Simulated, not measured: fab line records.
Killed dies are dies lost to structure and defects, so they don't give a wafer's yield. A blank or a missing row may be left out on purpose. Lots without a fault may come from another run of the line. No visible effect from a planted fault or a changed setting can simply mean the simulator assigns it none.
8D (eight disciplines) problem report, filled in by code | flow berkeley_cmos170 | the parts of the form that need people (team, actions taken, sign-off) are left out

## 1. THE PROBLEM
Wafers free of any fault read 14.34 nm (standard deviation 0.26) for SCREENOX_OXIDE_THK at UCB170_SCREENOX_THK_MEAS_02, against a mean of 20.19 nm on 6 wafers of 2 lots. That is +23 standard deviations from the usual mean.
Seen first at day 8 00:15 on film_metro-01, wafer L355.2. At this step, 42 wafers from 14 lots have a number in the record. Rule for "out", or "out of limits": more than 4 standard deviations from the usual mean. Any other wafer with a number is counted as sound.

## 2. WHAT IT IS, AND WHAT IT ISN'T
question                    | is                           | is not
which readings at this step | SCREENOX_OXIDE_THK           | -
which lots                  | L354, L355                   | L346, L349, L351, L352, L353, L356, L360, L363, L366, L367, L368, L369
which wafers of those lots  | all that have a number       | -
read on which gauges        | film_metro-01, film_metro-02 | film_metro-04
when                        | from day 8 00:15             | up to then (15 sound wafers); but 21 sound wafers of L356, L360, L363, L366, L367, L368, L369 came after

## 3. WHAT RULES OUT EACH SUSPECT
Counting: a tool stays on the suspect list if, at a process step up to the reading, it processed all lots that are out and no sound lot following the first of them.
- ruled out: the gauge at UCB170_SCREENOX_THK_MEAS_02. The wafers that are out were read on 2 gauges (film_metro-01, film_metro-02).
- furnace-02 at UCB170_SCREENOX_OXIDATION_01 (target thk 14.4 nm, ox time 2400 s): kept. It processed each lot that is out, first L354 at day 7 22:34, and no sound lot thereafter; up to then, the last sound lot it processed was L351 at day 7 10:28. Its own spike_tc_centre_C, spike_tc_load_C, spike_tc_source_C, tube_center_temp_C, tube_center_temp_C_max readings are out on those wafers.
Left after counting: furnace-02 at UCB170_SCREENOX_OXIDATION_01.

## 4. THE CAUSE (what the simulator had put in)
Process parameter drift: furnace-02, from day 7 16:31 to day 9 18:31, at UCB170_SCREENOX_OXIDATION_01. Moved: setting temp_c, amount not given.
The count eliminated every tool but this one.

## 5. THE EFFECT CHAIN, in route order
Rows list readings where the struck wafers' mean (over those with a number) sits beyond 3 standard deviations from the usual. Scope: only readings with a usual standard deviation given in the record; hours: median across lots of the time from each lot's start at the first step in this table that gives one to its start at this step; sigmas: change in usual standard deviations.
hours | step                         | reading                | usual    | on struck wafers | change | sigmas
0     | UCB170_SCREENOX_OXIDATION_01 | spike_tc_centre_C      | 902.0 C  | 933.5            | +31.5  | +26
0     | UCB170_SCREENOX_OXIDATION_01 | spike_tc_load_C        | 927 C    | 954              | +27    | +8.9
0     | UCB170_SCREENOX_OXIDATION_01 | spike_tc_source_C      | 924 C    | 949              | +25    | +6.6
0     | UCB170_SCREENOX_OXIDATION_01 | tube_center_temp_C     | 900 C    | 932              | +32    | +99 or more
0     | UCB170_SCREENOX_OXIDATION_01 | tube_center_temp_C_max | 902.4    | 934.5            | +32.1  | +82
2     | UCB170_SCREENOX_THK_MEAS_02  | SCREENOX_OXIDE_THK     | 14.34 nm | 20.19            | +5.85  | +23
Its process steps:
- UCB170_SCREENOX_OXIDATION_01: target thk 14.4 nm, ox time 2400 s.

## 6. WHAT WOULD HAVE CAUGHT IT SOONER
The first out-of-limits reading at a measuring or inspecting step in this record came at day 8 00:15, 8 hours after the fault's start at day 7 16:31.
The tool's own readings at UCB170_SCREENOX_OXIDATION_01 were out on every struck wafer that the step has a row for (spike_tc_centre_C, spike_tc_load_C, spike_tc_source_C, tube_center_temp_C, tube_center_temp_C_max): an alarm limit on them would have fired on the first of those.
Each of the lots that are out, 2 in all, had begun UCB170_SCREENOX_OXIDATION_01 on furnace-02 no later than day 8 00:15. None of them would have been spared by holding the tool at that moment.
